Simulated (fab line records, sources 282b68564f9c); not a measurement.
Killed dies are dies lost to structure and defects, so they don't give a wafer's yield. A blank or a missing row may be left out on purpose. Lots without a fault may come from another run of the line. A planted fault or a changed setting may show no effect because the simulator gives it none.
A struck lot beside a sound one | flow rit_cmos | 45 steps out of a route of 202
Sound: wafers L987.1, L987.3, L987.5. Struck: wafers L998.1, L998.3, L998.4. The cause comes at the end.
At each step with rows: each side's tool, then ch and its chambers, then its first start. Under that, the readings that differ: sound wafers | struck wafers | difference of the means | sigmas: that difference in standard deviations of wafers without a fault.
alike: readings whose means differ by less than 2 such deviations, and words and numbers that are the same on both sides. not compared: withheld readings, readings that some wafer has no value for, bounds like >300 that may hide the same value, and numbers for which the record gives no deviation and whose values overlap.
The two part at a step that has a row with sigmas, a row that says differs or no value, or rows on one side only. Numbers that don't overlap but have no deviation are shown without sigmas and don't part them. A reading that every wafer of one side lacks parts them only if that side has two wafers or more.

RIT_GATE_CD_MEAS_16: target cd 150 nm.
  sound on cd_sem-01, day 3 00:55; struck on cd_sem-01, day 5 06:56
  alike: cd_nm
RIT_GATE_OVL_MEAS_17:
  sound on overlay-02, day 3 01:02; struck on overlay-02, day 5 07:03
  alike: GATE_OVL
then, 1 step without rows for these wafers: RIT_GATE_HARDBAKE_18 (time 60 s).
RIT_GATE_ETCH_19: etches poly-Si in SF6/CHF3/O2, stops on SiO2, time 165 s, target depth 312.5 nm.
  sound on rie_si-02 ch 1,3, day 3 01:13; struck on rie_si-01 ch 0,1,2, day 5 07:14
  reading               | sound             | struck            | difference | sigmas
  oes_product_au (a.u.) | 0.827 0.814 0.818 | 0.870 0.866 0.849 | +0.042     | +2
  alike: drypump_motor_current_A, rf_fwd_power_W, throttle_valve_pct
  not compared: rf_hours_counter_h
RIT_GATE_STRIP_20: strips in O2, time 180 s.
  sound on plasma_asher-03 ch 0,1, day 3 01:19; struck on plasma_asher-03 ch 0,1, day 5 07:20
  alike: drypump_motor_current_A
  not compared: rf_hours_counter_h
RIT_GATE_CD_MEAS_90: target cd 150 nm.
  sound on cd_sem-02, day 3 01:30; struck on cd_sem-02, day 5 07:31
  alike: cd_nm
then, 4 steps without rows for these wafers: RIT_REOX_CLEAN_00 (cleans in SC1, time 600 s); RIT_REOX_CLEAN_01 (cleans in dHF, time 30.56 s); RIT_REOX_CLEAN_02 (cleans in SC2, time 600 s); RIT_REOX_OXIDATION_03 (target thk 25.2 nm, ox time 5580 s).
RIT_REOX_THK_MEAS_04:
  sound on film_metro-02, day 3 05:04; struck on film_metro-01, day 5 11:38
  reading             | sound          | struck         | difference | sigmas
  REOX_OXIDE_THK (nm) | 26.2 26.3 25.7 | 24.5 24.7 24.8 | -1.4       | -3
then, 1 step without rows for these wafers: RIT_NLDD_HMDS_00 (prime time 60 s).
RIT_NLDD_COAT_01: resist thk 1000 nm.
  sound on litho_track-03 ch 0, day 3 05:19; struck on litho_track-02, day 5 11:50
  no value came back on the struck wafers for chill_plate_temp_C (C), dispense_pressure_kPa (kPa), spin_speed_rpm (rpm); on the sound wafers chill_plate_temp_C (C) reads 22.98 23.21 23.00
then, 4 steps without rows for these wafers: RIT_NLDD_SOFTBAKE_02 (time 60 s); RIT_NLDD_EXPOSE_03 (exposes mask M7, target cd 40700 nm); RIT_NLDD_PEB_04; RIT_NLDD_DEVELOP_05 (develop time 50 s).
RIT_NLDD_OVL_MEAS_06:
  sound on overlay-02, day 3 06:20; struck on overlay-02, day 5 12:32
  reading       | sound        | struck | difference                    | sigmas
  NLDD_OVL (nm) | 1.0 0.8 -1.3 | - - -  | no value on the struck wafers |
then, 2 steps without rows for these wafers: RIT_NLDD_HARDBAKE_07 (time 60 s); RIT_NLDD_IMPLANT_08.
RIT_NLDD_STRIP_09: strips in O2, time 180 s.
  sound on plasma_asher-02 ch 0,1, day 3 06:40; struck on plasma_asher-02 ch 0,1, day 5 12:53
  alike: drypump_motor_current_A
  not compared: rf_hours_counter_h
RIT_NLDD_TW_MEAS_10:
  sound on film_metro-04, day 3 06:50; struck on film_metro-04, day 5 13:03
  alike: NLDD_TW
then, 6 steps without rows for these wafers: RIT_PLDD_HMDS_00 (prime time 60 s); RIT_PLDD_COAT_01 (resist thk 1000 nm); RIT_PLDD_SOFTBAKE_02 (time 60 s); RIT_PLDD_EXPOSE_03 (exposes mask M8, target cd 40900 nm); RIT_PLDD_PEB_04; RIT_PLDD_DEVELOP_05 (develop time 50 s).
RIT_PLDD_OVL_MEAS_06:
  sound on overlay-01, day 3 07:53; struck on overlay-02, day 5 13:58
  alike: PLDD_OVL
then, 2 steps without rows for these wafers: RIT_PLDD_HARDBAKE_07 (time 60 s); RIT_PLDD_IMPLANT_08.
RIT_PLDD_STRIP_09: strips in O2, time 180 s.
  sound on plasma_asher-03 ch 0,1, day 3 08:13; struck on plasma_asher-03 ch 0,1, day 5 14:18
  alike: drypump_motor_current_A
  not compared: rf_hours_counter_h
RIT_PLDD_TW_MEAS_10:
  sound on film_metro-04, day 3 08:23; struck on film_metro-04, day 5 14:28
  reading | sound          | struck         | difference | sigmas
  PLDD_TW | 2334 2341 2331 | 2833 2862 2854 | +514       | +37
then, 4 steps without rows for these wafers: RIT_SPACER_CLEAN_00 (cleans in SC1, time 600 s); RIT_SPACER_CLEAN_01 (cleans in dHF, time 30 s); RIT_SPACER_CLEAN_02 (cleans in SC2, time 600 s); RIT_SPACER_CVD_03 (deposits Si3N4 from SiH2Cl2/NH3, target thk 250 nm, time 3300 s).
RIT_SPACER_THK_MEAS_04:
  sound on film_metro-01, day 3 10:44; struck on film_metro-03, day 5 16:50
  alike: SPACER_NITRIDE_THK
RIT_SPACER_ETCHBACK_05: etches Si3N4 in SF6/CHF3, stops on SiO2, target depth 250 nm, time 240 s.
  sound on rie_diel-04 ch 0,3, day 3 10:47; struck on rie_diel-04 ch 0,1,2, day 5 16:53
  alike: drypump_motor_current_A, oes_product_au, rf_fwd_power_W, throttle_valve_pct
  not compared: rf_hours_counter_h
then, 3 steps without rows for these wafers: RIT_NSD_HMDS_00 (prime time 60 s); RIT_NSD_COAT_01 (resist thk 1000 nm); RIT_NSD_SOFTBAKE_02 (time 60 s).
RIT_NSD_TW_MEAS_10:
  sound on film_metro-02, day 3 12:34; struck on film_metro-03, day 5 18:32
  reading | sound          | struck         | difference | sigmas
  NSD_TW  | 3077 3098 3084 | 3306 3324 3317 | +229       | +13
RIT_PSD_TW_MEAS_10:
  sound on film_metro-03, day 3 14:06; struck on film_metro-02, day 5 19:57
  reading | sound          | struck         | difference | sigmas
  PSD_TW  | 3407 3415 3418 | 3480 3482 3488 | +70        | +3
RIT_M1_PROBE_99:
  sound on prober-01, day 3 22:07; struck on prober-02, day 6 04:02
  reading             | sound  | struck      | difference | sigmas
  killed_at_front_end | 4 5 10 | 264 264 264 | +258       | +89
  killed_dies         | 4 5 10 | 264 264 264 | +258       | +89
  killed_on_rim       | 0 0 1  | 70 70 70    | +70        | +50
  alike: killed_open, killed_short

WHERE THEY PART
First at RIT_GATE_ETCH_19; last, within this record, at RIT_M1_PROBE_99.

WHY: what the simulator had put in
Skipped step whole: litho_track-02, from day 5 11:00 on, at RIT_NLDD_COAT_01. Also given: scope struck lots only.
